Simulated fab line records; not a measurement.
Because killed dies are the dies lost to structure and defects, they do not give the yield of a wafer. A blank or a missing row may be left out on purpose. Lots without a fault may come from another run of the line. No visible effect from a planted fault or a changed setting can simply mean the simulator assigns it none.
fab line records	flow rit-cmos
[record] lots = 6	wafers = 18	last-day = 7
route steps=202 shown M1@186
lots untouched by any fault: they come from a run of this same line in which no faults occurred
start-h: start of the lot's first displayed wafer, in hours after the record's first day	wait-h: hours since the lot's step before	" as in the row above	L1.1+2: one row covering several wafers at once	- no value, or no start was given	* or withheld: withheld	< > ~ a bound
route shown NAME@n: names a module that has steps shown in the file, with the first one's number in the route	usual: average and standard deviation across the fault-free wafers	same: alike in all rows	chamber/n: place in a boat	sites: each site's reading	_std_site: standard deviation of those values	_edge_site: inner sites' mean taken away from outer sites' mean	radius-mm: for every site, how far away it sits from the centre of the wafer	mask NAME#n: copy n	behind: the last tool/chamber to shape the wafer	hold: the reason the lot was held/the length of the hold in hours/how it ended	device: whichever transistor did not switch (one of n, p or np)	end of line: tests of these same wafers at the route's end	a step given without rows: its recipe and nothing more	killed: not the wafer's yield, but the dies lost to structure and defects at the first sort	map: shows each die of a wafer: x if killed, . if not, _ if none is there
set.NAME: the setting as run; set.NAME@STEP: as run at that earlier step	model.NAME: the simulator's own value behind a step, which no gauge read
certain route steps with their lots: each step a table, each wafer a row
services: from which hour (start-h, from the record's first day; less than 0 if before it) a tool's chamber was out of use, for how many hours, and why
[[steps]]
[step RIT_M1_THK_MEAS_02]
[recipe] thk-meas-gauge = xrf	reads = Al_of_M1_SPUTTER_00
[usual] M1_AL_THK = 396/5.5
lot.wafer	tool	chamber	start-h	wait-h	M1_AL_THK[nm]
L391.1	film-metro-01	-	73.25	0.1	392
L391.2	"	-	"	"	391
L391.3	"	-	"	"	391
L392.1	film-metro-02	-	80.52	0.1	402
L392.3	"	-	"	"	403
L392.6	"	-	"	"	406
L394.3	film-metro-03	-	91.19	0.1	402
L394.5	"	-	"	"	400
L394.6	"	-	"	"	395
L399.1	film-metro-02	-	114.60	0.1	397
L399.4	"	-	"	"	399
L399.5	"	-	"	"	397
L406.1	film-metro-03	-	152.10	0.1	404
L406.2	"	-	"	"	401
L406.6	"	-	"	"	395
L407.4	film-metro-02	-	154.49	0.1	397
L407.5	"	-	"	"	401
L407.6	"	-	"	"	403
[step RIT_M1_HMDS_03]
[recipe] prime-time-s = 60	prime-temp-c = 140
[step RIT_M1_COAT_04]
[recipe] resist = NOVOLAK	spin-rpm = 2000	resist-thk-nm = 1300
[step RIT_M1_SOFTBAKE_05]
[recipe] resist = NOVOLAK	temp-c = 90	time-s = 60
[step RIT_M1_EXPOSE_06]
[recipe] mask-id = M12	na = 0.6	source-shape = conventional	sigma-outer = 0.5	target-cd-nm = 2600	dose-mj = 250
[step RIT_M1_PEB_07]
[recipe] resist = NOVOLAK	temp-c = withheld	time-s = withheld
[step RIT_M1_DEVELOP_08]
[recipe] resist = NOVOLAK	develop-time-s = 70.4	dev-temp-c = 23
[step RIT_M1_CD_MEAS_09]
[recipe] target-cd-nm = 2600
[usual] cd-nm = 2599.3/2
lot.wafer	tool	chamber	start-h	wait-h	cd-nm
L391.1	cd-sem-01	-	74.48	-	2600.9
L391.2	"	-	"	"	2600.5
L391.3	"	-	"	"	2598.8
L392.1	cd-sem-01	-	81.59	-	2598.6
L392.3	"	-	"	"	2597.9
L392.6	"	-	"	"	2598.6
L394.3	cd-sem-01	-	92.36	-	2600.7
L394.5	"	-	"	"	2600.9
L394.6	"	-	"	"	2598.7
L399.1	cd-sem-02	-	115.54	-	2600.0
L399.4	"	-	"	"	2601.7
L399.5	"	-	"	"	2602.5
L406.1	cd-sem-01	-	153.04	-	2598.0
L406.2	"	-	"	"	2596.7
L406.6	"	-	"	"	2597.2
L407.4	cd-sem-02	-	155.58	-	2597.1
L407.5	"	-	"	"	2599.9
L407.6	"	-	"	"	2598.8
[step RIT_M1_OVL_MEAS_10]
[usual] M1_OVL = 0.2/1.7
lot.wafer	tool	chamber	start-h	wait-h	M1_OVL[nm]
L391.1	overlay-02	-	74.60	0.1	-1.3
L391.2	"	-	"	"	-2.5
L391.3	"	-	"	"	-0.7
L392.1	overlay-01	-	81.71	0.1	1.8
L392.3	"	-	"	"	0.7
L392.6	"	-	"	"	-0.1
L394.3	overlay-01	-	92.45	0.1	0.2
L394.5	"	-	"	"	-0.5
L394.6	"	-	"	"	3.8
L399.1	overlay-01	-	115.66	0.1	2.8
L399.4	"	-	"	"	0.0
L399.5	"	-	"	"	0.5
L406.1	overlay-01	-	153.16	0.1	2.1
L406.2	"	-	"	"	1.6
L406.6	"	-	"	"	1.6
L407.4	overlay-01	-	155.66	0.1	1.2
L407.5	"	-	"	"	2.0
L407.6	"	-	"	"	3.7
[step RIT_M1_HARDBAKE_11]
[recipe] resist = NOVOLAK	temp-c = 140	time-s = 120
[step RIT_M1_METAL_ETCH_12]
[recipe] stop-on = SiO2	chemistry = Cl2/BCl3	target = Al	time-s = 165	over-etch-frac = 0.5	pressure-mtorr = 100	target-depth-a = 6000	rf-w = 250	Cl2_flow_sccm = 60	bcl3-flow-sccm = 50
[usual] drypump-motor-current-A = 5.9/0.46	oes-product-au = 0.772/0.0097	throttle-valve-pct = 8.37/0.13
lot.wafer	tool	chamber	start-h	wait-h	drypump-motor-current-A	oes-product-au	rf-hours-counter-h	throttle-valve-pct
L391.1	rie-metal-04	1	74.89	0.2	5.7	0.774	4	8.44
L391.2	"	0	"	"	6.5	0.755	4	8.24
L391.3	"	0	"	"	6.5	0.759	-	8.23
L392.1	rie-metal-03	1	82.00	0.2	5.4	0.780	3	8.22
L392.3	"	1	"	"	5.4	0.780	-	8.21
L392.6	"	0	"	"	6.0	0.799	-	8.54
L394.3	rie-metal-04	1	92.78	0.2	5.8	0.774	-	8.43
L394.5	"	1	"	"	5.8	0.768	-	8.43
L394.6	"	0	"	"	6.5	0.757	-	8.22
L399.1	rie-metal-01	1	115.95	0.2	6.5	0.776	39	8.53
L399.4	"	1	"	"	6.5	0.774	-	8.50
L399.5	"	0	"	"	5.3	0.773	-	8.30
L406.1	rie-metal-03	1	153.45	0.2	5.4	0.776	3	8.22
L406.2	"	0	"	"	6.0	0.793	3	8.55
L406.6	"	1	"	"	5.4	0.768	-	8.22
L407.4	rie-metal-04	1	155.98	0.1	5.7	0.775	-	8.43
L407.5	"	0	"	"	6.5	0.775	-	8.21
L407.6	"	1	"	"	5.7	0.785	-	8.43
[step RIT_M1_STRIP_13]
[recipe] chemistry = nmp	resist = NOVOLAK	temp-c = 80	time-s = 600	dry = n2-spin
[step RIT_M1_STRIP_14]
[recipe] chemistry = O2	time-s = 180	platen-temp-c = withheld	power-w = 500	pressure-mtorr = 4000	o2-flow-sccm = 4000
[usual] chamber-pressure-mTorr = 4001/3.4	drypump-motor-current-A = 5.8/0.4
lot.wafer	tool	chamber	start-h	wait-h	chamber-pressure-mTorr	drypump-motor-current-A	rf-hours-counter-h
L391.1	plasma-asher-02	1	75.23	0.0	4001	6.0	44
L391.2	"	0	"	"	4000	6.2	44
L391.3	"	0	"	"	4003	6.2	-
L392.1	plasma-asher-02	1	82.33	0.0	3999	6.0	44
L392.3	"	0	"	"	4003	6.2	-
L392.6	"	1	"	"	4008	6.0	-
L394.3	plasma-asher-03	0	93.14	0.1	3993	6.4	-
L394.5	"	1	"	"	4002	5.7	-
L394.6	"	0	"	"	3996	6.4	-
L399.1	plasma-asher-04	0	116.29	0.0	4004	5.2	31
L399.4	"	0	"	"	4001	5.2	-
L399.5	"	0	"	"	3996	5.2	-
L406.1	plasma-asher-03	0	153.79	0.0	-	-	-
L406.2	"	1	"	"	-	-	-
L406.6	"	0	"	"	-	-	-
L407.4	plasma-asher-02	1	156.32	0.1	-	-	-
L407.5	"	1	"	"	-	-	-
L407.6	"	0	"	"	-	-	-
[step RIT_M1_CD_MEAS_90]
[recipe] target-cd-nm = 2600
[usual] cd-nm = 2599/3.7
lot.wafer	tool	chamber	start-h	wait-h	cd-nm
L391.1	cd-sem-01	-	75.40	0.1	2596
L391.2	"	-	"	"	2604
L391.3	"	-	"	"	2601
L392.1	cd-sem-02	-	82.51	0.1	2601
L392.3	"	-	"	"	2600
L392.6	"	-	"	"	2598
L394.3	cd-sem-01	-	93.29	0.1	2597
L394.5	"	-	"	"	2596
L394.6	"	-	"	"	2600
L399.1	cd-sem-02	-	116.46	0.1	2603
L399.4	"	-	"	"	2605
L399.5	"	-	"	"	2600
L406.1	cd-sem-01	-	153.96	0.1	2600
L406.2	"	-	"	"	2596
L406.6	"	-	"	"	2601
L407.4	cd-sem-01	-	156.50	0.1	2593
L407.5	"	-	"	"	2601
L407.6	"	-	"	"	2594
[step RIT_M1_PROBE_99]
[usual] defect-limited-yield = 97.2/1.1	killed_at_M0_to_M3 = 0.0/0.14	killed-at-front-end = 7.3/2.9	killed-dies = 7.3/3	killed-open = 3.6/1.8	killed-short = 3.7/2.1	sort_bin_3_pad_short = 0.1/0.27	sort_bin_5_function = 1.6/0.79	sort_bin_6_memory = 1.0/0.64	sort-n-pass = 256.7/3	sort-yield-pct = 97.2/1.1
[same] gross-dies = 264	killed_at_M4_up = 0	killed-at-back-side = 0	killed-at-contacts = 0	killed-at-other = 0
lot.wafer	tool	chamber	start-h	wait-h	defect-limited-yield[%]	killed_at_M0_to_M3	killed-at-front-end	killed-dies	killed-open	killed-short	sort_bin_3_pad_short[%]	sort_bin_5_function[%]	sort_bin_6_memory[%]	sort-n-pass	sort-yield-pct[%]
L391.1	prober-02	-	77.14	0.1	95.8	0	11	11	4	6	0.4	2.3	1.5	253.0	95.8
L391.2	prober-02	-	77.19	0.1	95.5	0	12	12	4	8	0.4	3.4	0.8	252.0	95.5
L391.3	prober-02	-	77.24	0.2	98.1	0	5	5	2	3	0.4	1.1	0.4	259.0	98.1
L392.1	prober-01	-	84.25	0.1	97.0	0	8	8	5	3	0	2.3	0.8	256.0	97.0
L392.3	prober-01	-	84.35	0.2	95.1	0	13	13	4	9	0	3.8	1.1	251.0	95.1
L392.6	prober-01	-	84.50	0.2	96.6	0	9	9	5	4	0	2.7	0.8	255.0	96.6
L394.3	prober-01	-	95.15	0.2	96.6	1	8	9	6	3	0	1.9	1.5	255.0	96.6
L394.5	prober-01	-	95.25	0.2	97.7	0	6	6	1	5	0	1.1	1.1	258.0	97.7
L394.6	prober-01	-	95.30	0.2	98.1	0	5	5	3	2	0	1.5	0.4	259.0	98.1
L399.1	prober-02	-	118.91	0.1	95.5	0	12	12	7	5	0.4	3.4	0.8	252.0	95.5
L399.4	prober-02	-	119.06	0.2	97.3	0	7	7	6	1	0	1.1	1.5	257.0	97.3
L399.5	prober-02	-	119.11	0.2	98.9	0	3	3	1	2	0	0.8	0.4	261.0	98.9
L406.1	prober-01	-	155.70	0.1	97.3	0	7	7	3	4	0.4	1.9	0.4	257.0	97.3
L406.2	prober-01	-	155.75	0.1	96.6	0	9	9	3	6	0.8	1.5	1.1	255.0	96.6
L406.6	prober-01	-	155.95	0.2	95.5	0	12	12	8	4	0	2.3	2.3	252.0	95.5
L407.4	prober-02	-	158.33	0.2	95.8	0	11	11	6	4	0.4	2.7	1.1	253.0	95.8
L407.5	prober-02	-	158.38	0.2	96.6	0	9	9	4	5	0	1.1	2.3	255.0	96.6
L407.6	prober-02	-	158.43	0.2	96.2	0	10	10	5	5	0	2.3	1.5	254.0	96.2
// killed by level:class
L391.1 GATE:geometric-particle:short=3 SPACER:geometric-particle:open=2 FOX2:geometric-particle:short=1 GATE:geometric-particle:open=1 REOX:geometric-particle:open=1 REOX:geometric-particle:short=1 SPACER:geometric-particle:short=1 PWELL:coat-microbubble-printed=1
L391.2 GATE:geometric-particle:short=3 GATE:geometric-particle:open=3 FOX2:geometric-particle:short=2 SPACER:geometric-particle:short=2 FOX2:geometric-particle:open=1 REOX:geometric-particle:short=1
L391.3 GATE:geometric-particle:short=2 FOX1:geometric-particle:open=1 SPACER:geometric-particle:short=1 SILICIDE:geometric-particle:open=1
L392.1 REOX:geometric-particle:short=3 FOX1:geometric-particle:open=2 GATE:geometric-particle:open=2 REOX:geometric-particle:open=1
L392.3 GATE:geometric-particle:short=5 FOX1:geometric-particle:short=2 GATE:geometric-particle:open=2 SILICIDE:geometric-particle:short=2 SPACER:geometric-particle:open=1 SILICIDE:geometric-particle:open=1
L392.6 REOX:geometric-particle:short=3 SPACER:geometric-particle:open=2 FOX1:geometric-particle:short=1 FOX1:geometric-particle:open=1 GATE:geometric-particle:open=1 SILICIDE:geometric-particle:open=1
L394.3 SPACER:geometric-particle:open=3 REOX:geometric-particle:open=2 ACTIVE:geometric-particle:short=1 GATE:geometric-particle:open=1 GATE:geometric-particle:short=1 M1:geometric-particle:short=1
L394.5 GATE:geometric-particle:short=4 FOX2:geometric-particle:short=1 SPACER:geometric-particle:open=1
L394.6 SPACER:geometric-particle:short=2 REOX:geometric-particle:open=1 SPACER:geometric-particle:open=1 SILICIDE:geometric-particle:open=1
L399.1 GATE:geometric-particle:open=3 SILICIDE:geometric-particle:short=2 FOX1:geometric-particle:open=1 FOX1:geometric-particle:short=1 FOX2:geometric-particle:open=1 GATE:geometric-particle:short=1 REOX:geometric-particle:open=1 SPACER:geometric-particle:short=1
L399.4 GATE:geometric-particle:open=3 FOX2:geometric-particle:open=2 GATE:geometric-particle:short=1 REOX:geometric-particle:open=1
L399.5 FOX2:geometric-particle:short=1 GATE:geometric-particle:open=1 SPACER:geometric-particle:short=1
L406.1 GATE:geometric-particle:open=2 REOX:geometric-particle:short=2 GATE:geometric-particle:short=1 REOX:geometric-particle:open=1 SPACER:geometric-particle:short=1
L406.2 GATE:geometric-particle:short=3 FOX1:geometric-particle:open=1 FOX2:geometric-particle:short=1 GATE:geometric-particle:open=1 REOX:geometric-particle:short=1 SPACER:geometric-particle:short=1 SPACER:geometric-particle:open=1
L406.6 FOX2:geometric-particle:open=4 FOX1:geometric-particle:short=1 FOX1:geometric-particle:open=1 FOX2:geometric-particle:short=1 GATE:geometric-particle:open=1 REOX:geometric-particle:short=1 SPACER:geometric-particle:short=1 SPACER:geometric-particle:open=1
L407.4 REOX:geometric-particle:open=4 FOX1:geometric-particle:open=2 GATE:geometric-particle:short=2 REOX:geometric-particle:short=1 SPACER:geometric-particle:short=1 PLDD:coat-microbubble-printed=1
L407.5 SILICIDE:geometric-particle:short=2 FOX1:geometric-particle:short=1 FOX1:geometric-particle:open=1 GATE:geometric-particle:short=1 GATE:geometric-particle:open=1 REOX:geometric-particle:open=1 SPACER:geometric-particle:short=1 SILICIDE:geometric-particle:open=1
L407.6 SILICIDE:geometric-particle:open=3 REOX:geometric-particle:short=2 ACTIVE:geometric-particle:short=1 GATE:geometric-particle:short=1 REOX:geometric-particle:open=1 SPACER:geometric-particle:open=1 SILICIDE:geometric-particle:short=1
[[services]]
tool	chamber	start-h	hours	kind
rie-metal-04	1	60.36	1.8	repair
plasma-asher-03	-	127.60	15.7	repair
rie-metal-01	-	136.12	20.0	pm
rie-metal-01	0	136.12	20.0	vent-cycle
rie-metal-01	1	136.12	20.0	vent-cycle
rie-metal-01	0	141.68	3.6	repair
rie-metal-01	0	156.12	-	clean
rie-metal-01	1	156.12	-	clean
[[key]]
[first-sign] step = RIT_M1_STRIP_14	reading = tool-record	direction = missing
effect none on later readings
met-at RIT_M1_STRIP_14
struck-wafers L406.1,L406.2,L406.6,L407.4,L407.5,L407.6
onset-between 93.14 153.79
[fault] kind = skipped-step-whole	tool = plasma-asher-02,plasma-asher-03	chamber = -	onset-h = 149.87	steps = RIT_M1_STRIP_14	scope = struck-lots-only
